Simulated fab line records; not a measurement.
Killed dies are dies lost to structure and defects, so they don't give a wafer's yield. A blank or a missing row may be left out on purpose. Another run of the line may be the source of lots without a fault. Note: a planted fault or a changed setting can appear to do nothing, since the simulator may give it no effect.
fab line records	flow berkeley_cmos170
record: lots: 6	wafers: 18	last_day: 13
route steps=331 shown NLDD@159 SPACER@171
lots that met no fault: taken from a fault-free run of the same line
start_h: start of the lot's first displayed wafer, in hours after the record's first day	wait_h: hours from the lot's prior step to this one	" repeats the value in the row above	L1.1+2: a row that stands for several wafers	- either no value or no given start	* or withheld: withheld	< > ~ a bound
route shown NAME@n: a module of which the file shows steps, and the number in the route of the first	usual: mean/standard deviation taken from wafers without a fault	same: alike in all rows	chamber/n: place in a boat	sites: per-site readings	_std_site: the values' standard deviation	_edge_site: outer sites' mean less inner sites'	radius_mm: how far each site lies from the wafer's centre	mask NAME#n: copy n	behind: the tool/chamber that last shaped the wafer	hold: what put the lot on hold/how long, in hours/how the hold closed	device: which transistor (n, p or np) failed to switch	end of line: tests of these same wafers at the route's end	where a step has no rows: the recipe by itself	killed: the dies lost at the first sort to structure and to defects; this is not the yield of the wafer	map: a wafer's dies, x killed, . not, _ none there
set.NAME: the run value of the setting; set.NAME@STEP: its run value at that earlier step	model.NAME: the simulator's own value behind a step, which no gauge read
lots at some steps of the route; a table a step, a row a wafer
services: from which hour (start_h, from the record's first day; less than 0 if before it) a tool's chamber was out of use, for how many hours, and why
== steps ==
step: UCB170_NLDD_COAT_01
recipe: resist: KrF	spin_rpm: 1500	resist_thk_nm: 900
step: UCB170_NLDD_SOFTBAKE_02
recipe: resist: KrF	temp_c: 130	time_s: 60
step: UCB170_NLDD_EXPOSE_03
recipe: mask_id: NSELECT	na: 0.5	sigma_outer: 0.6	source_shape: conventional	target_cd_nm: 1200	dose_mj: 30
step: UCB170_NLDD_PEB_04
recipe: peb_temp_c: 130.7	peb_time_s: withheld	resist: KrF
step: UCB170_NLDD_DEVELOP_05
recipe: developer: TMAH	develop_time_s: 45	resist: KrF	dev_temp_c: 21
step: UCB170_NLDD_CD_MEAS_06
recipe: target_cd_nm: 1200
usual: cd_nm: 1199.8/1.5
lot.wafer	tool	chamber	start_h	wait_h	cd_nm
L715.2	cd_sem-01	-	205.62	-	1200.0
L715.3	"	-	"	"	1199.9
L715.6	"	-	"	"	1201.8
L717.3	cd_sem-02	-	205.77	-	1200.8
L717.4	"	-	"	"	1200.8
L717.5	"	-	"	"	1200.4
L719.1	cd_sem-02	-	222.62	-	1197.4
L719.2	"	-	"	"	1197.2
L719.6	"	-	"	"	1195.7
L726.2	cd_sem-02	-	252.65	-	1200.1
L726.3	"	-	"	"	1200.1
L726.5	"	-	"	"	1199.8
L728.2	cd_sem-02	-	267.52	-	1201.2
L728.5	"	-	"	"	1201.1
L728.6	"	-	"	"	1200.4
L727.1	cd_sem-01	-	268.60	-	1200.8
L727.2	"	-	"	"	1200.9
L727.3	"	-	"	"	1200.8
step: UCB170_NLDD_OVL_MEAS_07
usual: NLDD_OVL: -3/5.2
lot.wafer	tool	chamber	start_h	wait_h	NLDD_OVL[nm]
L715.2	overlay-01	-	205.73	0.1	-7
L715.3	"	-	"	"	1
L715.6	"	-	"	"	-7
L717.3	overlay-02	-	205.87	0.1	-4
L717.4	"	-	"	"	-3
L717.5	"	-	"	"	-12
L719.1	overlay-02	-	222.74	0.1	-6
L719.2	"	-	"	"	-8
L719.6	"	-	"	"	-9
L726.2	overlay-02	-	252.76	0.1	-4
L726.3	"	-	"	"	-8
L726.5	"	-	"	"	-2
L728.2	overlay-02	-	267.63	0.1	-3
L728.5	"	-	"	"	1
L728.6	"	-	"	"	-1
L727.1	overlay-01	-	268.72	0.1	3
L727.2	"	-	"	"	0
L727.3	"	-	"	"	-4
step: UCB170_NLDD_IMPLANT_08
recipe: species: As	dose_cm2: 5e+13	energy_kev: 30	tilt_deg: 7	rotation_deg: 0
step: UCB170_NLDD_IMPLANT_09
recipe: species: As	dose_cm2: 5e+13	energy_kev: 30	tilt_deg: 7	rotation_deg: 180
step: UCB170_NLDD_STRIP_10
recipe: chemistry: O2	power_w: 400	pressure_mtorr: 3500	platen_temp_c: withheld	o2_flow_sccm: 400	overash_fraction: 0.5
usual: drypump_motor_current_A: 5.68/0.26	oes_product_au: 0.735/0.005	strip_time_to_endpoint_s: 21.67/0.059
lot.wafer	tool	chamber	start_h	wait_h	drypump_motor_current_A	oes_product_au	rf_hours_counter_h	strip_time_to_endpoint_s
L715.2	plasma_asher-04	1	206.06	0.1	6.04	0.730	46	21.63
L715.3	"	0	"	"	5.69	0.730	-	21.73
L715.6	"	0	"	"	5.69	0.751	-	21.63
L717.3	plasma_asher-03	1	206.22	0.1	5.56	0.738	-	21.68
L717.4	"	0	"	"	5.60	0.730	-	21.71
L717.5	"	0	"	"	5.59	0.742	-	21.65
L719.1	plasma_asher-03	0	223.07	0.1	5.60	0.727	11	21.72
L719.2	"	1	"	"	5.54	0.739	11	21.72
L719.6	"	1	"	"	5.56	0.730	-	21.76
L726.2	plasma_asher-04	0	253.09	0.1	5.66	0.739	52	21.68
L726.3	"	1	"	"	6.06	0.737	-	21.62
L726.5	"	0	"	"	5.66	0.733	-	21.67
L728.2	plasma_asher-04	0	267.96	0.1	5.67	0.729	53	21.52
L728.5	"	0	"	"	5.66	0.738	-	21.58
L728.6	"	1	"	"	6.06	0.726	-	21.58
L727.1	plasma_asher-01	0	269.05	0.1	6.05	0.735	55	21.65
L727.2	"	1	"	"	5.33	0.730	55	21.68
L727.3	"	1	"	"	5.28	0.731	-	21.71
step: UCB170_NLDD_TW_MEAS_11
usual: NLDD_TW: 2212/9.8
lot.wafer	tool	chamber	start_h	wait_h	NLDD_TW
L715.2	film_metro-02	-	206.17	0.1	2225
L715.3	"	-	"	"	2231
L715.6	"	-	"	"	2235
L717.3	film_metro-03	-	206.31	0.1	2214
L717.4	"	-	"	"	2214
L717.5	"	-	"	"	2208
L719.1	film_metro-01	-	223.17	0.1	2219
L719.2	"	-	"	"	2216
L719.6	"	-	"	"	2219
L726.2	film_metro-03	-	253.20	0.1	2196
L726.3	"	-	"	"	2203
L726.5	"	-	"	"	2205
L728.2	film_metro-01	-	268.07	0.1	2223
L728.5	"	-	"	"	2215
L728.6	"	-	"	"	2221
L727.1	film_metro-03	-	269.15	0.1	2204
L727.2	"	-	"	"	2202
L727.3	"	-	"	"	2215
step: UCB170_NLDD_CLEAN_12
recipe: chemistry: SPM	temp_c: 120	time_s: 600
step: UCB170_SPACER_CVD_00
recipe: material: SiO2	target_thk_nm: 376	temp_c: 390	precursor: TEOS/O2	time_s: 47	rf_w: 550	pressure_mtorr: 9000
usual: heater_power_w: 282/70
lot.wafer	tool	chamber	start_h	wait_h	heater_power_w	model.SiO2_of_SPACER_CVD_00.thk_nm
L715.2	pecvd-03	0	206.39	0.0	235	367.8
L715.3	"	2	"	"	218	370.1
L715.6	"	0	"	"	245	379.4
L717.3	pecvd-02	1	206.56	0.0	294	370.9
L717.4	"	0	"	"	308	384.8
L717.5	"	2	"	"	182	384.6
L719.1	pecvd-04	1	223.64	0.0	234	380.4
L719.2	"	0	"	"	314	383.5
L719.6	"	1	"	"	160	384.8
L726.2	pecvd-03	1	253.42	0.0	399	452.9
L726.3	"	0	"	"	265	447.9
L726.5	"	0	"	"	270	456.6
L728.2	pecvd-03	1	268.29	0.0	447	446.1
L728.5	"	0	"	"	219	455.9
L728.6	"	1	"	"	331	453.5
L727.1	pecvd-02	1	269.40	0.0	316	372
L727.2	"	2	"	"	227	370.1
L727.3	"	0	"	"	239	372.5
step: UCB170_SPACER_THK_MEAS_01
recipe: reads: SiO2_of_SPACER_CVD_00
usual: SPACER_TEOS_THK: 378/5.5
lot.wafer	tool	chamber	start_h	wait_h	hold	SPACER_TEOS_THK[nm]
L715.2	film_metro-04	-	206.45	0.0	-	368
L715.3	"	-	"	"	-	370
L715.6	"	-	"	"	-	379
L717.3	film_metro-01	-	206.63	0.0	-	371
L717.4	"	-	"	"	-	385
L717.5	"	-	"	"	-	385
L719.1	film_metro-04	-	223.68	0.0	-	380
L719.2	"	-	"	"	-	384
L719.6	"	-	"	"	-	385
L726.2	film_metro-04	-	253.48	0.0	await_dispo/0.2h/release	453
L726.3	"	-	"	"	await_dispo/0.2h/release	448
L726.5	"	-	"	"	await_dispo/0.2h/release	457
L726.2	film_metro-04	-	253.70	0.2	-	453
L726.3	"	-	"	"	-	448
L726.5	"	-	"	"	-	457
L728.2	film_metro-01	-	268.35	0.0	await_dispo/0.2h/release	446
L728.5	"	-	"	"	await_dispo/0.2h/release	456
L728.6	"	-	"	"	await_dispo/0.2h/release	453
L728.2	film_metro-01	-	268.57	0.2	-	447
L728.5	"	-	"	"	-	456
L728.6	"	-	"	"	-	453
L727.1	film_metro-01	-	269.45	0.0	-	372
L727.2	"	-	"	"	-	370
L727.3	"	-	"	"	-	372
step: UCB170_SPACER_ETCHBACK_03
recipe: stop_on: Si	target: SiO2	chemistry: CHF3/CF4/Ar	CHF3_flow_sccm: 50	cf4_flow_sccm: 10	Ar_flow_sccm: 120	pressure_mtorr: 200	rf_w: 500	target_depth_a: 3760	time_s: 100
usual: drypump_motor_current_A: 5.7/0.67	oes_product_au: 0.899/0.017	throttle_valve_pct: 6.42/0.12
lot.wafer	tool	chamber	start_h	wait_h	drypump_motor_current_A	oes_product_au	rf_hours_counter_h	throttle_valve_pct	model.etch.depth_nm
L715.2	rie_diel-02	1	213.15	0.0	6.4	0.881	5	6.38	367.8
L715.3	"	0	"	"	6.2	0.904	35	6.34	370.1
L715.6	"	0	"	"	6.2	0.916	-	6.34	379.4
L717.3	rie_diel-04	2	213.15	0.0	6.5	0.903	38	6.35	370.9
L717.4	"	3	"	"	5.1	0.923	89	6.38	384.8
L717.5	"	0	"	"	6.3	0.900	-	6.34	384.6
L719.1	rie_diel-01	3	228.23	0.0	4.8	0.905	7	6.63	380.4
L719.2	"	1	"	"	4.8	0.902	5	6.56	383.5
L719.6	"	2	"	"	5.5	0.905	-	6.38	384.8
L726.2	rie_diel-01	2	270.58	0.0	5.5	0.969	7	6.38	427
L726.3	"	0	"	"	6.4	1.007	0	6.23	435
L726.5	"	2	"	"	5.5	0.982	-	6.37	429.8
L727.1	rie_diel-01	1	275.08	0.0	4.8	0.882	7	6.57	372
L727.2	"	0	"	"	6.4	0.883	1	6.22	370.1
L727.3	"	2	"	"	5.5	0.877	7	6.37	372.5
L728.2	rie_diel-04	3	275.08	0.0	5.1	1.001	91	6.40	430.9
L728.5	"	3	"	"	5.1	0.999	-	6.39	425.8
L728.6	"	0	"	"	6.4	0.977	-	6.36	434.5
== services ==
tool	chamber	start_h	hours	kind
rie_diel-04	-	195.02	15.6	pm
rie_diel-02	2	204.85	-	clean
rie_diel-02	2	204.85	17.8	scheduled_down
rie_diel-02	2	204.85	17.8	vent_cycle
rie_diel-02	1	207.48	3.6	repair
rie_diel-04	0	222.63	2.7	repair
rie_diel-01	0	228.48	-	clean
rie_diel-01	0	228.48	19.2	scheduled_down
rie_diel-01	0	228.48	19.2	vent_cycle
pecvd-02	-	242.50	14.0	pm
pecvd-02	0	242.50	14.0	vent_cycle
pecvd-02	1	242.50	14.0	vent_cycle
pecvd-02	2	242.50	14.0	vent_cycle
rie_diel-04	1	243.02	8.8	repair
rie_diel-04	0	247.68	3.8	repair
pecvd-02	0	256.50	-	clean
pecvd-02	1	256.50	-	clean
pecvd-02	2	256.50	-	clean
rie_diel-01	1	256.85	9.6	repair
plasma_asher-03	-	265.03	10.4	repair
== key ==
first_sign: step: UCB170_SPACER_THK_MEAS_01	reading: visit	direction: added
effect: step: UCB170_SPACER_THK_MEAS_01	reading: SPACER_TEOS_THK	direction: up	sigmas: 14	usual: 378	struck: 452
effect: step: UCB170_SPACER_ETCHBACK_03	reading: oes_product_au	direction: up	sigmas: 5.3	usual: 0.899	struck: 0.989
model_effect: step: UCB170_SPACER_CVD_00	value: SiO2_of_SPACER_CVD_00.thk_nm	without: 373.4	struck: 452.2
model_effect: step: UCB170_SPACER_ETCHBACK_03	value: etch.depth_nm	without: 373.4	struck: 430.5
met_at UCB170_SPACER_CVD_00
struck_wafers L726.2,L726.3,L726.5,L728.2,L728.5,L728.6
later_rows_left_out L726.2,L726.3,L726.5,L728.2,L728.5,L728.6
sort_left_out L726.2,L726.3,L726.5,L728.2,L728.5,L728.6
tester_left_out L726,L728
onset_between 206.39 253.42
also_fits UCB170_NLDD_STRIP_10:plasma_asher-04
fault: kind: process_parameter_drift	tool: pecvd-03	chamber: -	onset_h: 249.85	steps: UCB170_SPACER_CVD_00	channel: target_thk_nm	offset: 78.765	shape: step	end_h: 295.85	acts_in: these_recipes_only	stated: 376
tester_left_out: of these lots the tester's yield and bins aren't shown, on N5 and GAA mostly nor the transistor test; their killed dies are dies lost to structure and defects alone, not to doping, threshold or leakage, so they don't give the yield
sort_left_out: the simulated sort isn't trusted on such a fault, so these wafers' sort isn't shown, and their yield isn't known
later_rows_left_out: the simulator's readings of these wafers behind a module that went badly wrong aren't trusted and aren't shown, but for the sort
